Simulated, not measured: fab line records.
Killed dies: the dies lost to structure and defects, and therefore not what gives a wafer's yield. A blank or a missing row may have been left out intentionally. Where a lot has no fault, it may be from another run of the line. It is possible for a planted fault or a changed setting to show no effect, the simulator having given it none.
fab line records ; flow rit_cmos
record lots=5; wafers=15; last_day=7
route steps=202 shown M1@190
lots that met no fault: from a run of the same line without faults
start_h: the number of hours between the record's first day and the start of the first shown wafer of the lot ; wait_h: hours elapsed since this lot's preceding step ; " the same as in the row above ; L1.1+2: several wafers, shown together as one row ; - value missing, or start not given ; * or withheld: withheld ; < > ~ a bound
route shown NAME@n: a module of which the file shows steps, and the number in the route of the first ; usual: the fault-free wafers' mean and standard deviation ; same: alike in all rows ; chamber/n: place in a boat ; sites: each site's reading ; _std_site: the standard deviation of these ; _edge_site: outer sites' mean less inner sites' ; radius_mm: how far each site lies from the wafer's centre ; mask NAME#n: copy n ; behind: the last tool/chamber to shape the wafer ; hold: why the lot went on hold/how many hours it stayed there/how the hold came to an end ; device: transistor that didn't switch, given as n, p or np ; end of line: the tests these same wafers got at the end of their route ; where a step has no rows: the recipe by itself ; killed: dies lost to structure and defects at the first sort, not the wafer's yield ; map: a wafer's dies, x killed, . not, _ none there
set.NAME: the setting as run; set.NAME@STEP: as run at that earlier step ; model.NAME: the simulator's own value behind a step, which no gauge read
certain route steps with their lots: each step a table, each wafer a row
services: the hour from which a tool's chamber was out of use, counted from the record's first day as start_h (under 0 if before that day), plus the number of hours and why
## steps
# step RIT_M1_EXPOSE_06
# recipe mask_id=M12; na=0.6; source_shape=conventional; sigma_outer=0.5; target_cd_nm=2600; dose_mj=250
# usual exposure_dose_mJ_cm2=248.34/0.25; stage_vel_mm_s=500.03/0.25
lot.wafer;tool;chamber;start_h;wait_h;mask;exposure_dose_mJ_cm2;stage_vel_mm_s
L078.1;iline_stepper-02;0;75.20;0.1;M12#0;248.29;499.46
L078.3;iline_stepper-02;0;75.20;0.1;M12#0;248.41;499.98
L078.4;iline_stepper-02;0;75.20;0.1;M12#0;248.27;499.82
L079.1;iline_stepper-02;0;79.79;0.1;M12#0;248.40;499.56
L079.2;iline_stepper-02;0;79.79;0.1;M12#0;248.42;499.91
L079.5;iline_stepper-02;0;79.79;0.1;M12#0;248.50;499.50
L083.3;iline_stepper-01;0;99.30;0.1;M12#0;247.93;499.88
L083.4;iline_stepper-01;0;99.30;0.1;M12#0;248.11;500.30
L083.6;iline_stepper-01;0;99.30;0.1;M12#0;248.31;500.52
L085.3;iline_stepper-01;0;108.57;0.1;M12#0;248.48;500.15
L085.4;iline_stepper-01;0;108.57;0.1;M12#0;248.11;499.94
L085.6;iline_stepper-01;0;108.57;0.1;M12#0;248.35;500.05
L095.1;iline_stepper-01;0;162.59;0.2;M12#0;248.20;500.43
L095.3;iline_stepper-01;0;162.59;0.2;M12#0;248.43;500.12
L095.4;iline_stepper-01;0;162.59;0.2;M12#0;248.11;500.05
# step RIT_M1_PEB_07
# recipe resist=NOVOLAK; temp_c=withheld; time_s=withheld
# usual chill_plate_temp_C=*
lot.wafer;tool;chamber;start_h;wait_h;chill_plate_temp_C
L078.1;litho_track-04;0;75.31;0.1;*
L078.3;litho_track-04;0;75.31;0.1;*
L078.4;litho_track-04;0;75.31;0.1;*
L079.1;litho_track-02;0;79.90;0.1;*
L079.2;litho_track-02;0;79.90;0.1;*
L079.5;litho_track-02;0;79.90;0.1;*
L083.3;litho_track-04;0;99.42;0.1;*
L083.4;litho_track-04;0;99.42;0.1;*
L083.6;litho_track-04;0;99.42;0.1;*
L085.3;litho_track-04;0;108.70;0.1;*
L085.4;litho_track-04;0;108.70;0.1;*
L085.6;litho_track-04;0;108.70;0.1;*
L095.1;litho_track-04;0;162.71;0.1;*
L095.3;litho_track-04;0;162.71;0.1;*
L095.4;litho_track-04;0;162.71;0.1;*
# step RIT_M1_DEVELOP_08
# recipe resist=NOVOLAK; develop_time_s=68; dev_temp_c=22.36
# usual chill_plate_temp_C=23.00/0.11
lot.wafer;tool;chamber;start_h;wait_h;chill_plate_temp_C
L078.1;litho_track-04;0;-;-;22.98
L078.3;litho_track-04;0;-;-;22.88
L078.4;litho_track-04;0;-;-;22.93
L079.1;litho_track-02;0;-;-;22.80
L079.2;litho_track-02;0;-;-;22.94
L079.5;litho_track-02;0;-;-;22.68
L083.3;litho_track-04;0;-;-;23.01
L083.4;litho_track-04;0;-;-;22.82
L083.6;litho_track-04;0;-;-;23.03
L085.3;litho_track-04;0;-;-;23.00
L085.4;litho_track-04;0;-;-;23.13
L085.6;litho_track-04;0;-;-;23.15
L095.1;litho_track-04;0;-;-;23.04
L095.3;litho_track-04;0;-;-;23.19
L095.4;litho_track-04;0;-;-;23.19
# step RIT_M1_CD_MEAS_09
# recipe target_cd_nm=2600
# usual cd_nm=2600.8/1.8
lot.wafer;tool;chamber;start_h;wait_h;cd_nm
L078.1;cd_sem-02;-;75.63;-;2604.1
L078.3;cd_sem-02;-;75.63;-;2602.8
L078.4;cd_sem-02;-;75.63;-;2602.1
L079.1;cd_sem-01;-;80.22;-;2599.7
L079.2;cd_sem-01;-;80.22;-;2599.3
L079.5;cd_sem-01;-;80.22;-;2597.3
L083.3;cd_sem-02;-;99.73;-;2599.7
L083.4;cd_sem-02;-;99.73;-;2601.5
L083.6;cd_sem-02;-;99.73;-;2598.5
L085.3;cd_sem-01;-;109.00;-;2598.5
L085.4;cd_sem-01;-;109.00;-;2600.4
L085.6;cd_sem-01;-;109.00;-;2600.5
L095.1;cd_sem-01;-;163.02;-;2601.9
L095.3;cd_sem-01;-;163.02;-;2601.3
L095.4;cd_sem-01;-;163.02;-;2600.8
# step RIT_M1_OVL_MEAS_10
# usual M1_OVL=0.5/1.5
lot.wafer;tool;chamber;start_h;wait_h;M1_OVL[nm]
L078.1;overlay-01;-;75.75;0.1;0.5
L078.3;overlay-01;-;75.75;0.1;-1.1
L078.4;overlay-01;-;75.75;0.1;1.0
L079.1;overlay-01;-;80.34;0.1;1.1
L079.2;overlay-01;-;80.34;0.1;-0.2
L079.5;overlay-01;-;80.34;0.1;0.2
L083.3;overlay-01;-;99.82;0.1;-0.3
L083.4;overlay-01;-;99.82;0.1;-1.0
L083.6;overlay-01;-;99.82;0.1;-0.2
L085.3;overlay-02;-;109.10;0.1;-0.7
L085.4;overlay-02;-;109.10;0.1;-1.8
L085.6;overlay-02;-;109.10;0.1;0.2
L095.1;overlay-02;-;163.14;0.1;-0.6
L095.3;overlay-02;-;163.14;0.1;-1.2
L095.4;overlay-02;-;163.14;0.1;0.2
# step RIT_M1_HARDBAKE_11
# recipe resist=NOVOLAK; temp_c=140; time_s=120
# usual chill_plate_temp_C=22.99/0.1
lot.wafer;tool;chamber;start_h;wait_h;chill_plate_temp_C
L078.1;litho_track-01;0;75.78;0.0;23.16
L078.3;litho_track-01;0;75.78;0.0;23.11
L078.4;litho_track-01;0;75.78;0.0;22.96
L079.1;litho_track-02;0;80.37;0.0;22.92
L079.2;litho_track-02;0;80.37;0.0;22.91
L079.5;litho_track-02;0;80.37;0.0;22.96
L083.3;litho_track-04;0;99.93;0.1;22.99
L083.4;litho_track-04;0;99.93;0.1;23.12
L083.6;litho_track-04;0;99.93;0.1;23.00
L085.3;litho_track-02;0;109.20;0.1;23.08
L085.4;litho_track-02;0;109.20;0.1;23.07
L085.6;litho_track-02;0;109.20;0.1;23.00
L095.1;litho_track-02;0;163.18;0.0;23.16
L095.3;litho_track-02;0;163.18;0.0;23.08
L095.4;litho_track-02;0;163.18;0.0;23.12
# step RIT_M1_METAL_ETCH_12
# recipe stop_on=SiO2; chemistry=Cl2/BCl3; target=Al; time_s=165; over_etch_frac=0.5411; pressure_mtorr=100; target_depth_a=6000; rf_w=250; Cl2_flow_sccm=60; bcl3_flow_sccm=50
# usual chamber_pressure_mTorr=100.00/0.09; drypump_motor_current_A=5.9/0.58; oes_product_au=0.760/0.012; throttle_valve_pct=8.25/0.075
lot.wafer;tool;chamber;start_h;wait_h;chamber_pressure_mTorr;drypump_motor_current_A;oes_product_au;rf_hours_counter_h;throttle_valve_pct
L078.1;rie_metal-02;0;76.03;0.2;100.02;5.8;0.776;1;8.27
L078.3;rie_metal-02;1;76.03;0.2;99.99;6.4;0.768;-;8.12
L078.4;rie_metal-02;0;76.03;0.2;100.10;5.8;0.770;-;8.28
L079.1;rie_metal-03;1;80.62;0.2;99.88;4.9;0.775;34;8.30
L079.2;rie_metal-03;0;80.62;0.2;100.09;6.3;0.781;36;8.17
L079.5;rie_metal-03;1;80.62;0.2;100.19;4.9;0.772;-;8.28
L083.3;rie_metal-04;1;100.15;0.2;99.96;5.4;0.759;-;8.30
L083.4;rie_metal-04;0;100.15;0.2;100.04;6.5;0.749;-;8.33
L083.6;rie_metal-04;0;100.15;0.2;99.95;6.5;0.744;-;8.33
L085.3;rie_metal-03;0;109.42;0.2;99.95;6.4;0.770;-;8.15
L085.4;rie_metal-03;1;109.42;0.2;99.98;4.9;0.769;-;8.29
L085.6;rie_metal-03;1;109.42;0.2;99.96;4.9;0.767;-;8.29
L095.1;rie_metal-02;0;163.43;0.2;100.05;5.9;0.772;2;8.27
L095.3;rie_metal-02;0;163.43;0.2;99.95;5.9;0.769;-;8.27
L095.4;rie_metal-02;1;163.43;0.2;100.08;6.4;0.751;-;8.12
# step RIT_M1_STRIP_13
# recipe chemistry=nmp; resist=NOVOLAK; temp_c=80; time_s=600; dry=n2_spin
lot.wafer;tool;chamber;start_h;wait_h
L078.1+3+4;wet_bench-04;0;76.20;0.1
L079.1+2+5;wet_bench-01;0;80.78;0.1
L083.3+4+6;wet_bench-01;0;100.26;0.1
L085.3+4+6;wet_bench-02;0;109.53;0.1
L095.1+3+4;wet_bench-01;0;163.59;0.1
# step RIT_M1_STRIP_14
# recipe chemistry=O2; time_s=180; platen_temp_c=withheld; power_w=500; pressure_mtorr=4000; o2_flow_sccm=4000
# usual chamber_pressure_mTorr=4000/3.9; drypump_motor_current_A=5.43/0.28; o2_flow_sccm=3999/11
lot.wafer;tool;chamber;start_h;wait_h;chamber_pressure_mTorr;drypump_motor_current_A;o2_flow_sccm;rf_hours_counter_h
L078.1;plasma_asher-04;0;76.39;0.0;4005;5.40;3992;28
L078.3;plasma_asher-04;0;76.39;0.0;3998;5.39;4003;-
L078.4;plasma_asher-04;1;76.39;0.0;4002;5.32;4013;-
L079.1;plasma_asher-02;1;80.96;0.0;3999;5.65;4012;46
L079.2;plasma_asher-02;0;80.96;0.0;4000;4.99;4009;46
L079.5;plasma_asher-02;1;80.96;0.0;3998;5.64;4016;-
L083.3;plasma_asher-03;0;100.66;0.1;3996;5.93;4006;-
L083.4;plasma_asher-03;1;100.66;0.1;4002;5.36;3991;-
L083.6;plasma_asher-03;0;100.66;0.1;4006;5.96;3996;-
L085.3;plasma_asher-03;1;109.77;0.1;4002;5.35;3990;-
L085.4;plasma_asher-03;0;109.77;0.1;4001;5.92;3999;-
L085.6;plasma_asher-03;0;109.77;0.1;3995;5.93;4005;-
L095.1;plasma_asher-04;0;163.78;0.0;4005;5.41;4010;38
L095.3;plasma_asher-04;1;163.78;0.0;4001;5.31;4004;-
L095.4;plasma_asher-04;0;163.78;0.0;4001;5.37;4014;-
# step RIT_M1_CD_MEAS_90
# recipe target_cd_nm=2600
# usual cd_nm=2600.6/2.1
lot.wafer;tool;chamber;start_h;wait_h;cd_nm
L078.1;cd_sem-02;-;76.56;0.1;2601.9
L078.3;cd_sem-02;-;76.56;0.1;2600.9
L078.4;cd_sem-02;-;76.56;0.1;2601.0
L079.1;cd_sem-01;-;81.13;0.1;2599.3
L079.2;cd_sem-01;-;81.13;0.1;2596.2
L079.5;cd_sem-01;-;81.13;0.1;2597.5
L083.3;cd_sem-02;-;100.82;0.1;2598.3
L083.4;cd_sem-02;-;100.82;0.1;2601.5
L083.6;cd_sem-02;-;100.82;0.1;2598.3
L085.3;cd_sem-01;-;109.92;0.1;2596.4
L085.4;cd_sem-01;-;109.92;0.1;2599.9
L085.6;cd_sem-01;-;109.92;0.1;2599.3
L095.1;cd_sem-02;-;163.96;0.1;2603.2
L095.3;cd_sem-02;-;163.96;0.1;2601.8
L095.4;cd_sem-02;-;163.96;0.1;2600.8
# step RIT_M1_ANNEAL_15
# recipe temp_c=450; time_s=1800; ambient=forming_gas_H2N2
# usual spike_tc_source_C=471/5.2
lot.wafer;tool;chamber;start_h;wait_h;spike_tc_source_C
L078.1;-;-;76.68;0.1;476
L078.3;-;-;76.68;0.1;475
L078.4;-;-;76.68;0.1;476
L079.1;-;-;81.82;0.7;464
L079.2;-;-;81.82;0.7;466
L079.5;-;-;81.82;0.7;462
L083.3;-;-;100.90;0.1;475
L083.4;-;-;100.90;0.1;476
L083.6;-;-;100.90;0.1;478
L085.3;-;-;111.40;1.5;473
L085.4;-;-;111.40;1.5;473
L085.6;-;-;111.40;1.5;472
L095.1;-;-;164.08;0.1;476
L095.3;-;-;164.08;0.1;475
L095.4;-;-;164.08;0.1;476
# step RIT_M1_BOW_MEAS_16
# recipe mode=bow
# usual M1_BOW=17/7
lot.wafer;tool;chamber;start_h;wait_h;M1_BOW[um]
L078.1;film_metro-01;-;78.18;0.0;26
L078.3;film_metro-01;-;78.18;0.0;14
L078.4;film_metro-01;-;78.18;0.0;26
L079.1;film_metro-02;-;83.32;0.0;16
L079.2;film_metro-02;-;83.32;0.0;10
L079.5;film_metro-02;-;83.32;0.0;23
L083.3;film_metro-01;-;102.44;0.0;18
L083.4;film_metro-01;-;102.44;0.0;7
L083.6;film_metro-01;-;102.44;0.0;19
L085.3;film_metro-01;-;112.94;0.0;12
L085.4;film_metro-01;-;112.94;0.0;10
L085.6;film_metro-01;-;112.94;0.0;28
L095.1;film_metro-03;-;165.58;0.0;14
L095.3;film_metro-03;-;165.58;0.0;25
L095.4;film_metro-03;-;165.58;0.0;23
# step RIT_M1_PROBE_99
# usual defect_limited_yield=97.3/1.2; killed_at_front_end=7/3.1; killed_dies=7/3.1; killed_open=3.6/2; killed_short=3.5/2; sort_bin_3_pad_short=0.2/0.25; sort_bin_5_function=1.5/0.87; sort_bin_6_memory=1.0/0.71; sort_n_pass=257/3.1; sort_yield_pct=97.3/1.2
# same gross_dies=264; killed_at_M0_to_M3=0; killed_at_M4_up=0; killed_at_back_side=0; killed_at_contacts=0; killed_at_other=0
lot.wafer;tool;chamber;start_h;wait_h;defect_limited_yield[%];killed_at_front_end;killed_dies;killed_open;killed_short;sort_bin_3_pad_short[%];sort_bin_5_function[%];sort_bin_6_memory[%];sort_n_pass;sort_yield_pct[%]
L078.1;prober-02;-;78.30;0.1;97.0;8;8;5;3;0;1.9;1.1;256;97.0
L078.3;prober-02;-;78.40;0.2;95.5;12;12;4;8;0;4.2;0.4;252;95.5
L078.4;prober-02;-;78.45;0.2;94.7;14;14;7;7;0;2.7;2.7;250;94.7
L079.1;prober-01;-;83.44;0.1;96.2;10;10;6;4;0;0.8;3.0;254;96.2
L079.2;prober-01;-;83.49;0.1;95.8;11;11;8;3;0;1.9;2.3;253;95.8
L079.5;prober-01;-;83.64;0.2;97.3;7;7;4;3;0;1.1;1.5;257;97.3
L083.3;prober-01;-;102.62;0.2;95.5;12;12;4;8;1.1;1.1;2.3;252;95.5
L083.4;prober-01;-;102.67;0.2;96.2;10;10;5;5;0;1.5;2.3;254;96.2
L083.6;prober-01;-;102.77;0.2;95.8;11;11;4;7;0.4;3.0;0.8;253;95.8
L085.3;prober-01;-;113.12;0.2;97.3;7;7;4;3;0.4;1.1;1.1;257;97.3
L085.4;prober-01;-;113.17;0.2;98.9;3;3;1;2;0;0.8;0.4;261;98.9
L085.6;prober-01;-;113.27;0.2;96.2;10;10;5;5;0;3.0;0.8;254;96.2
L095.1;prober-01;-;165.70;0.1;95.1;13;13;5;8;0.4;1.5;3.0;251;95.1
L095.3;prober-01;-;165.80;0.2;96.2;10;10;7;3;0.4;1.9;1.5;254;96.2
L095.4;prober-01;-;165.85;0.2;97.3;7;7;0;7;0.8;1.1;0.8;257;97.3
# killed by level:class
L078.1 SILICIDE:geometric_particle:open=3 GATE:geometric_particle:short=2 SPACER:geometric_particle:open=2 SPACER:geometric_particle:short=1
L078.3 SILICIDE:geometric_particle:short=4 SILICIDE:geometric_particle:open=3 SPACER:geometric_particle:short=2 GATE:geometric_particle:open=1 GATE:geometric_particle:short=1 REOX:geometric_particle:short=1
L078.4 GATE:geometric_particle:open=4 SILICIDE:geometric_particle:short=4 GATE:geometric_particle:short=3 FOX1:geometric_particle:open=1 REOX:geometric_particle:open=1 SILICIDE:geometric_particle:open=1
L079.1 FOX1:geometric_particle:short=2 GATE:geometric_particle:open=2 FOX1:geometric_particle:open=1 FOX2:geometric_particle:open=1 GATE:geometric_particle:short=1 REOX:geometric_particle:open=1 REOX:geometric_particle:short=1 SILICIDE:geometric_particle:open=1
L079.2 REOX:geometric_particle:open=3 GATE:geometric_particle:open=2 FOX1:geometric_particle:open=1 FOX2:geometric_particle:open=1 REOX:geometric_particle:short=1 SPACER:geometric_particle:short=1 SILICIDE:geometric_particle:short=1 SILICIDE:geometric_particle:open=1
L079.5 GATE:geometric_particle:short=2 REOX:geometric_particle:open=2 FOX1:geometric_particle:open=1 SPACER:geometric_particle:short=1 SILICIDE:geometric_particle:open=1
L083.3 FOX1:geometric_particle:open=3 GATE:geometric_particle:short=2 SPACER:geometric_particle:short=2 SILICIDE:geometric_particle:short=2 FOX2:geometric_particle:short=1 GATE:geometric_particle:open=1 REOX:geometric_particle:short=1
L083.4 GATE:geometric_particle:open=2 SILICIDE:geometric_particle:short=2 FOX1:geometric_particle:open=1 FOX2:geometric_particle:short=1 FOX2:geometric_particle:open=1 GATE:geometric_particle:short=1 SPACER:geometric_particle:open=1 SPACER:geometric_particle:short=1
L083.6 FOX1:geometric_particle:short=3 FOX1:geometric_particle:open=2 GATE:geometric_particle:short=2 FOX2:geometric_particle:open=1 FOX2:geometric_particle:short=1 GATE:geometric_particle:open=1 SPACER:geometric_particle:short=1
L085.3 GATE:geometric_particle:short=2 GATE:geometric_particle:open=2 SPACER:geometric_particle:short=1 SPACER:geometric_particle:open=1 SILICIDE:geometric_particle:open=1
L085.4 FOX1:geometric_particle:short=1 GATE:geometric_particle:open=1 SILICIDE:geometric_particle:short=1
L085.6 GATE:geometric_particle:open=2 GATE:geometric_particle:short=2 REOX:geometric_particle:open=2 FOX1:geometric_particle:short=1 REOX:geometric_particle:short=1 SPACER:geometric_particle:short=1 SPACER:geometric_particle:open=1
L095.1 GATE:geometric_particle:open=4 FOX2:geometric_particle:short=3 FOX1:geometric_particle:short=1 GATE:geometric_particle:short=1 REOX:geometric_particle:short=1 SPACER:geometric_particle:open=1 SPACER:geometric_particle:short=1 SILICIDE:geometric_particle:short=1
L095.3 FOX2:geometric_particle:open=3 GATE:geometric_particle:open=2 SPACER:geometric_particle:short=2 SILICIDE:geometric_particle:open=2 GATE:geometric_particle:short=1
L095.4 SILICIDE:geometric_particle:short=4 FOX1:geometric_particle:short=1 REOX:geometric_particle:short=1 SPACER:geometric_particle:short=1
## services
tool;chamber;start_h;hours;kind
plasma_asher-04;-;59.66;0.8;repair
iline_stepper-02;-;96.81;14.0;repair
plasma_asher-02;-;105.46;2.7;repair
iline_stepper-01;-;110.81;1.7;pm
furnace-01;-;119.41;23.6;repair
rie_metal-03;-;136.12;20.0;pm
rie_metal-03;0;136.12;20.0;vent_cycle
rie_metal-03;1;136.12;20.0;vent_cycle
plasma_asher-03;-;142.47;3.9;repair
plasma_asher-02;-;143.78;2.8;repair
rie_metal-03;0;156.12;-;clean
rie_metal-03;1;156.12;-;clean
wet_bench-01;-;156.71;5.6;repair
## key
fault none
